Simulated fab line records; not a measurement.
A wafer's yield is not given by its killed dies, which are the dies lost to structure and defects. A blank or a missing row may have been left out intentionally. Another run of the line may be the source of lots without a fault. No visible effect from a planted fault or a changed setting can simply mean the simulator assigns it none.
Which tool is to blame? :: flow berkeley_cmos170 :: 42 wafers from 14 lots sampled at 2 of the route's 331 steps

## WHAT THE GAUGES READ, wafer by wafer
No reading from a measuring or inspecting step in the record can be judged against a usual standard deviation.

## WHAT TOOL EACH LOT RAN ON (gives the tool, then ch and the chambers of the sampled wafers, and finally the start)
lot: L350
UCB170_ZERO_ETCH_06: rie_diel-01 ch 2,3, day 1 19:31
UCB170_M3_HMDS_04: litho_track-03 ch 0, day 7 12:13

lot: L353
UCB170_ZERO_ETCH_06: rie_diel-04 ch 0,2,3, day 2 12:19
UCB170_M3_HMDS_04: litho_track-03 ch 0, day 8 04:46

lot: L355
UCB170_ZERO_ETCH_06: rie_diel-02 ch 1,3, day 2 17:26
UCB170_M3_HMDS_04: litho_track-03 ch 0, day 8 16:49

lot: L356
UCB170_ZERO_ETCH_06: rie_diel-01 ch 0,1,3, day 2 23:36
UCB170_M3_HMDS_04: litho_track-03 ch 0, day 8 21:10

lot: L357
UCB170_ZERO_ETCH_06: rie_diel-04 ch 0,1,3, day 3 08:45
UCB170_M3_HMDS_04: litho_track-03 ch 0, day 9 04:37

lot: L360
UCB170_ZERO_ETCH_06: rie_diel-04 ch 0,1, day 3 20:33
UCB170_M3_HMDS_04: litho_track-04 ch 0, day 9 09:07

lot: L361
UCB170_ZERO_ETCH_06: rie_diel-01 ch 1,3, day 4 02:13
UCB170_M3_HMDS_04: litho_track-04 ch 0, day 9 20:02

lot: L363
UCB170_ZERO_ETCH_06: rie_diel-04 ch 1,2, day 4 09:05
UCB170_M3_HMDS_04: litho_track-02 ch 0, day 9 18:13

lot: L364
UCB170_ZERO_ETCH_06: rie_diel-02 ch 1,3, day 4 16:03
UCB170_M3_HMDS_04: litho_track-04 ch 0, day 10 15:06

lot: L366
UCB170_ZERO_ETCH_06: rie_diel-04 ch 0,1, day 5 07:37
UCB170_M3_HMDS_04: litho_track-03 ch 0, day 11 03:47

lot: L367
UCB170_ZERO_ETCH_06: rie_diel-02 ch 0,2, day 5 10:15
UCB170_M3_HMDS_04: litho_track-04 ch 0, day 11 04:07

lot: L369
UCB170_ZERO_ETCH_06: rie_diel-02 ch 0,1,2, day 5 14:19
UCB170_M3_HMDS_04: litho_track-04 ch 0, day 11 03:28

lot: L371
UCB170_ZERO_ETCH_06: rie_diel-04 ch 0,1,2, day 6 04:53
UCB170_M3_HMDS_04: litho_track-02 ch 0, day 12 01:56

lot: L373
UCB170_ZERO_ETCH_06: rie_diel-01 ch 0,1,2, day 6 14:58
UCB170_M3_HMDS_04: litho_track-02 ch 0, day 12 16:07
- UCB170_ZERO_ETCH_06: etches SiO2 in CHF3/CF4/Ar, time 12 s.
- UCB170_M3_HMDS_04: prime time 60 s.

## WHAT THE TOOLS THEMSELVES READ (means of the sampled wafers that have a number; where no wafer has one, the mark that the record gives instead)
UCB170_ZERO_ETCH_06. Usual: CHF3_flow_sccm 49.97 sccm, standard deviation 0.13; drypump_motor_current_A 5.8 A, standard deviation 0.34; oes_product_au 0.618 a.u., standard deviation 0.0089; throttle_valve_pct 9.28 %, standard deviation 0.13.
lot: L350
tool: rie_diel-01
CHF3_flow_sccm (sccm): 49.98
drypump_motor_current_A (A): 5.8
oes_product_au (a.u.): 0.610
throttle_valve_pct (%): 9.39
flag: 

lot: L353
tool: rie_diel-04
CHF3_flow_sccm (sccm): 50.07
drypump_motor_current_A (A): 6.0
oes_product_au (a.u.): 0.615
throttle_valve_pct (%): 9.20
flag: 

lot: L355
tool: rie_diel-02
CHF3_flow_sccm (sccm): 49.72
drypump_motor_current_A (A): 5.9
oes_product_au (a.u.): 0.610
throttle_valve_pct (%): 9.32
flag: 

lot: L356
tool: rie_diel-01
CHF3_flow_sccm (sccm): 50.05
drypump_motor_current_A (A): 5.8
oes_product_au (a.u.): 0.623
throttle_valve_pct (%): 9.31
flag: 

lot: L357
tool: rie_diel-04
CHF3_flow_sccm (sccm): 49.95
drypump_motor_current_A (A): 6.1
oes_product_au (a.u.): 0.623
throttle_valve_pct (%): 9.20
flag: 

lot: L360
tool: rie_diel-04
CHF3_flow_sccm (sccm): 49.93
drypump_motor_current_A (A): 5.6
oes_product_au (a.u.): 0.621
throttle_valve_pct (%): 9.29
flag: 

lot: L361
tool: rie_diel-01
CHF3_flow_sccm (sccm): 49.97
drypump_motor_current_A (A): 5.9
oes_product_au (a.u.): 0.611
throttle_valve_pct (%): 9.41
flag: 

lot: L363
tool: rie_diel-04
CHF3_flow_sccm (sccm): 49.86
drypump_motor_current_A (A): 5.9
oes_product_au (a.u.): 0.615
throttle_valve_pct (%): 9.10
flag: 

lot: L364
tool: rie_diel-02
CHF3_flow_sccm (sccm): 49.90
drypump_motor_current_A (A): 5.9
oes_product_au (a.u.): 0.609
throttle_valve_pct (%): 9.32
flag: 

lot: L366
tool: rie_diel-04
CHF3_flow_sccm (sccm): 50.07
drypump_motor_current_A (A): 5.8
oes_product_au (a.u.): 0.626
throttle_valve_pct (%): 9.21
flag: 

lot: L367
tool: rie_diel-02
CHF3_flow_sccm (sccm): 49.92
drypump_motor_current_A (A): 5.6
oes_product_au (a.u.): 0.621
throttle_valve_pct (%): 9.38
flag: 

lot: L369
tool: rie_diel-02
CHF3_flow_sccm (sccm): 50.05
drypump_motor_current_A (A): 5.8
oes_product_au (a.u.): 0.620
throttle_valve_pct (%): 9.35
flag: 

lot: L371
tool: rie_diel-04
CHF3_flow_sccm (sccm): 50.07
drypump_motor_current_A (A): 5.7
oes_product_au (a.u.): 0.623
throttle_valve_pct (%): 9.20
flag: 

lot: L373
tool: rie_diel-01
CHF3_flow_sccm (sccm): 49.93
drypump_motor_current_A (A): 5.7
oes_product_au (a.u.): 0.622
throttle_valve_pct (%): 9.28
flag: 

UCB170_M3_HMDS_04. Usual: 100.01 C for prime_temp_c, sd 0.12.
lot: L350
tool: litho_track-03
prime_temp_c (C): 99.96
flag: 

lot: L353
tool: litho_track-03
prime_temp_c (C): 99.88
flag: 

lot: L355
tool: litho_track-03
prime_temp_c (C): 100.00
flag: 

lot: L356
tool: litho_track-03
prime_temp_c (C): 100.02
flag: 

lot: L357
tool: litho_track-03
prime_temp_c (C): 99.86
flag: 

lot: L360
tool: litho_track-04
prime_temp_c (C): 100.13
flag: 

lot: L361
tool: litho_track-04
prime_temp_c (C): 99.93
flag: 

lot: L363
tool: litho_track-02
prime_temp_c (C): 100.14
flag: 

lot: L364
tool: litho_track-04
prime_temp_c (C): 100.21
flag: 

lot: L366
tool: litho_track-03
prime_temp_c (C): 100.04
flag: 

lot: L367
tool: litho_track-04
prime_temp_c (C): 102.31
flag: OFF

lot: L369
tool: litho_track-04
prime_temp_c (C): 102.36
flag: OFF

lot: L371
tool: litho_track-02
prime_temp_c (C): 99.98
flag: 

lot: L373
tool: litho_track-02
prime_temp_c (C): 99.99
flag: 

## THE ANSWER, worked out from the rows above alone
Rule: take the mean of a lot's wafers that have a number; if it is more than 3 standard deviations from the usual mean, the lot is off. A lot without any number at a reading at which 4 lots or more have one is off too. All remaining lots with rows at the step are treated as sound. First the gauges in route order, then the tools' own readings, where a lot's mean is used as printed above. The first step at which some lot is off is used, and at that step the reading that is off furthest; a lot without a number counts as furthest.
Off, at UCB170_M3_HMDS_04 on prime_temp_c: L367, L369.
A tool fits if, at that step or a process step before it, it ran every lot that is off, and no sound lot after the first of them. This does not decide it: 2 tools fit, namely rie_diel-02 at UCB170_ZERO_ETCH_06 and litho_track-04 at UCB170_M3_HMDS_04.

## WHAT THE SIMULATOR PUT IN
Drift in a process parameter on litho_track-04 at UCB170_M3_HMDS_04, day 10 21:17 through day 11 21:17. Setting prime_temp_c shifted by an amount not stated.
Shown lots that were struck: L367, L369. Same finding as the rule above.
